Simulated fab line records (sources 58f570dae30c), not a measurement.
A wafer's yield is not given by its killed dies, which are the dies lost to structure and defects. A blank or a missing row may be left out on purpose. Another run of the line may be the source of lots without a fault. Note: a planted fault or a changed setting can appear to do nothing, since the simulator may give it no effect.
One fault through the eyes of 2 desks ; flow berkeley-cmos170 ; every desk sees just its own numbers, and what lay behind them comes last

DESK OF THE TOOL OWNER: implanter-01
For each lot that ran on this tool, the mean over its sampled wafers that have a number, from the tool's own readings at UCB170_PSD_IMPLANT_08. If a lot's mean is further than 4 standard deviations from the usual mean, the lot is out of limits and carries the mark OUT (the distance appears in the brackets).
Columns: A = dose-ions-cm2 at UCB170_PSD_IMPLANT_08, usual 2.999e+15; B = end-station-pressure-torr at UCB170_PSD_IMPLANT_08, usual 1.26e-05 Torr; C = faraday-current-uA at UCB170_PSD_IMPLANT_08, usual 9261
lot;first seen here;A;B;C
L717;day 9 08:29;2.999e+15;1.29e-05;9364
L715;day 9 08:47;3.001e+15;1.28e-05;9321
L718;day 9 09:05;2.999e+15;1.19e-05;9357
L714;day 9 09:13;3.003e+15;1.31e-05;9258
L722;day 10 05:38;1.197e+15 (-99 or more) OUT;8.00e-06 (-6.7) OUT;3809 (-30) OUT
L724;day 10 16:21;1.203e+15 (-99 or more) OUT;8.07e-06 (-6.6) OUT;3769 (-31) OUT
Finding of this desk: L722, L724 out of limits; the first was L722 at day 10 05:38, on dose-ions-cm2 at UCB170_PSD_IMPLANT_08. In limits: L717, L715, L718, L714.

FROM THE METROLOGY DESK
What the gauges read for every lot (on any tool): the sampled wafers with a number, averaged. If a lot's mean is further than 4 standard deviations from the usual mean, the lot is out of limits and carries the mark OUT (the distance appears in the brackets).
Columns: A = FIELD_OXIDE_LEFT_2_THK at UCB170_FIELD_THK_MEAS_91, usual 359 nm; B = PSD_OVL at UCB170_PSD_OVL_MEAS_07, usual -5 nm; C = PSD_TW at UCB170_PSD_TW_MEAS_10, usual 2327; D = PSD_RS at UCB170_SDANNEAL_RS_MEAS_02, usual 75.4 ohm/sq
lot;first seen here;A;B;C;D
L711;day 6 18:32;363;-12;2314;75.7
L712;day 7 08:46;359;-2;2301;75.9
L713;day 7 09:51;367;-16;2339;75.6
L719;day 8 04:11;365;7;2293;75.9
L717;day 8 04:28;370;-2;2329;75.7
L715;day 8 04:28;358;3;2311;74.6
L714;day 8 04:43;367;-2;2305;75.4
L718;day 8 04:43;370;-10;2330;75.4
L722;day 9 00:01;354;-5;1732 (-30) OUT;146.1 (+99 or more) OUT
L726;day 9 11:44;370;-12;2344;75.2
L724;day 9 12:28;353;-4;1760 (-28) OUT;144.3 (+99 or more) OUT
L730;day 10 13:30;347;-1;2301;75.3
L729;day 10 14:02;345;-8;2353;75.5
L732;day 11 01:05;359;-6;2315;74.9
This desk's result: L722, L724 out of limits, first on L722 (PSD_TW at UCB170_PSD_TW_MEAS_10), day 10 05:52. In limits: L711, L712, L713, L719, L717, L715, L714, L718, L726, L730, L729, L732.

BROUGHT TOGETHER
The tool owner's desk had the chance to raise an alarm at day 10 05:38 on L722, L724.
Metrology desk: alarm possible at day 10 05:52 on L722, L724.
Every lot named ran UCB170_PSD_IMPLANT_08 on implanter-01.

WHAT THE SIMULATOR HAD PUT IN
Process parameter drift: implanter-01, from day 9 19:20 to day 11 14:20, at UCB170_PSD_IMPLANT_08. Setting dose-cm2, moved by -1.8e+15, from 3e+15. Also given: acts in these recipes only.
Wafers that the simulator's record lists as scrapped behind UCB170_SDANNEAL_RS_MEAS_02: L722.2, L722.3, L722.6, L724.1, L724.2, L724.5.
Shown lots that were struck: L722, L724.
Fault start to first reading out of limits, in hours, per desk: tool owner, 10; metrology, 11.
